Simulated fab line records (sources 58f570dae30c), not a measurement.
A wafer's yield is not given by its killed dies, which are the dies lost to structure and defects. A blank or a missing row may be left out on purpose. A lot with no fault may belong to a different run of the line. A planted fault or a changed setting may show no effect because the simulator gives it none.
Lot-split experiment -- flow berkeleyCmos170 -- 5 lots, 27 wafers read, on a route of 331 steps

THE SPLIT ITSELF
At UCB170_CONTACT_CVD_01 (deposits PSG from SiH4/O2/PH3, target thk 700 nm, time 2820 s), the setting timeS was moved away from the recipe's 2820 s on 24 of the 27 wafers read, by -44.8% to +42.7%. For the rest of the wafers, this setting stayed at what the recipe calls for.

FROM THE SPLIT TO THE READING: what the file shows between them, 4 steps
- UCB170_CONTACT_THK_MEAS_02
- UCB170_CONTACT_HMDS_03: prime time 60 s
- UCB170_CONTACT_COAT_04: resist thk 900 nm
- UCB170_CONTACT_ETCH_17: etches BARC in N2/H2

THE READING
oesProductAu, in a.u., at UCB170_CONTACT_ETCH_18 (etches PSG in CHF3/CF4/Ar, stops on TiSi2, target depth 840 nm, time 195 s). A value of 0.893 a.u. with a standard deviation of 0.011 a.u. is what fault-free wafers of this fab line usually give.

wafer,"tool, chamber at the split","timeS as run, s",against the recipe,"oesProductAu, a.u.",against lot-mates on the recipe
L075.1,"-, -",3571,+26.6%,0.987,no lot-mate on the recipe
L075.2,"-, -",3571,+26.6%,1.034,no lot-mate on the recipe
L075.3,"-, -",3571,+26.6%,1.009,no lot-mate on the recipe
L075.4,"-, -",3571,+26.6%,1.006,no lot-mate on the recipe
L075.5,"-, -",3571,+26.6%,0.989,no lot-mate on the recipe
L075.6,"-, -",3571,+26.6%,1.025,no lot-mate on the recipe
L076.1,"-, -",1558,-44.8%,0.660,no lot-mate on the recipe
L076.2,"-, -",1558,-44.8%,0.648,no lot-mate on the recipe
L076.3,"-, -",1558,-44.8%,0.647,no lot-mate on the recipe
L076.4,"-, -",1558,-44.8%,0.653,no lot-mate on the recipe
L076.5,"-, -",1558,-44.8%,0.655,no lot-mate on the recipe
L076.6,"-, -",1558,-44.8%,0.668,no lot-mate on the recipe
L078.1,"-, -",4024,+42.7%,1.011,no lot-mate on the recipe
L078.2,"-, -",4024,+42.7%,0.986,no lot-mate on the recipe
L078.3,"-, -",4024,+42.7%,1.021,no lot-mate on the recipe
L078.4,"-, -",4024,+42.7%,1.030,no lot-mate on the recipe
L078.5,"-, -",4024,+42.7%,0.980,no lot-mate on the recipe
L078.6,"-, -",4024,+42.7%,1.025,no lot-mate on the recipe
L081.2,"lpcvd-01, 1",2820,recipe,0.895,-
L081.3,"lpcvd-01, 1",2820,recipe,0.880,-
L081.4,"lpcvd-01, 1",2820,recipe,0.884,-
L083.1,"-, -",2041,-27.6%,0.754,no lot-mate on the recipe
L083.2,"-, -",2041,-27.6%,0.740,no lot-mate on the recipe
L083.3,"-, -",2041,-27.6%,0.750,no lot-mate on the recipe
L083.4,"-, -",2041,-27.6%,0.740,no lot-mate on the recipe
L083.5,"-, -",2041,-27.6%,0.751,no lot-mate on the recipe
L083.6,"-, -",2041,-27.6%,0.760,no lot-mate on the recipe

FIT RESULTS
A straight line over all 27 wafers: oesProductAu changes by +0.00425 a.u. for each +1% of timeS; r = +0.98; the points scatter about the line by 0.03 a.u.
Too few moved wafers with a lot-mate on the recipe to fit a line net of each lot's own level.

THE WHOLE CHAIN: every reading that the file lists as answering this split, in the file's order
step,what it does,reading,change (the file's fit),r (the file's)
UCB170_CONTACT_CVD_01,"deposits PSG from SiH4/O2/PH3, target thk 700 nm, time 2820 s","PSG_of_CONTACT_CVD_01.thkNm (the simulator's own value, which no gauge read)",+7.11 nm for each +1% of the setting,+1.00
UCB170_CONTACT_THK_MEAS_02,,CONTACT_PSG_THK,+7.1 for each +1% of the setting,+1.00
UCB170_CONTACT_ETCH_18,"etches PSG in CHF3/CF4/Ar, stops on TiSi2, target depth 840 nm, time 195 s",oesProductAu,+0.00425 a.u. for each +1% of the setting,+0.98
UCB170_CONTACT_ETCH_18,"etches PSG in CHF3/CF4/Ar, stops on TiSi2, target depth 840 nm, time 195 s","etch.depthNm (the simulator's own value, which no gauge read)",+5.55 nm for each +1% of the setting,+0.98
UCB170_CONTACT_ETCH_18,"etches PSG in CHF3/CF4/Ar, stops on TiSi2, target depth 840 nm, time 195 s","CONTACT.featureDepthNm (the simulator's own value, which no gauge read)",+5.55 nm for each +1% of the setting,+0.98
UCB170_M3_PROBE_99,,"etest.fieldPMetal.vtV (the simulator's own value, which no gauge read)",-0.429 V for each +1% of the setting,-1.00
UCB170_M3_PROBE_99,,"etest.fieldNMetal.vtV (the simulator's own value, which no gauge read)",+0.385 V for each +1% of the setting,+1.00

THE FILE'S OWN FIT
oesProductAu changes by +0.00425 a.u. for each +1% of timeS, r = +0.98.
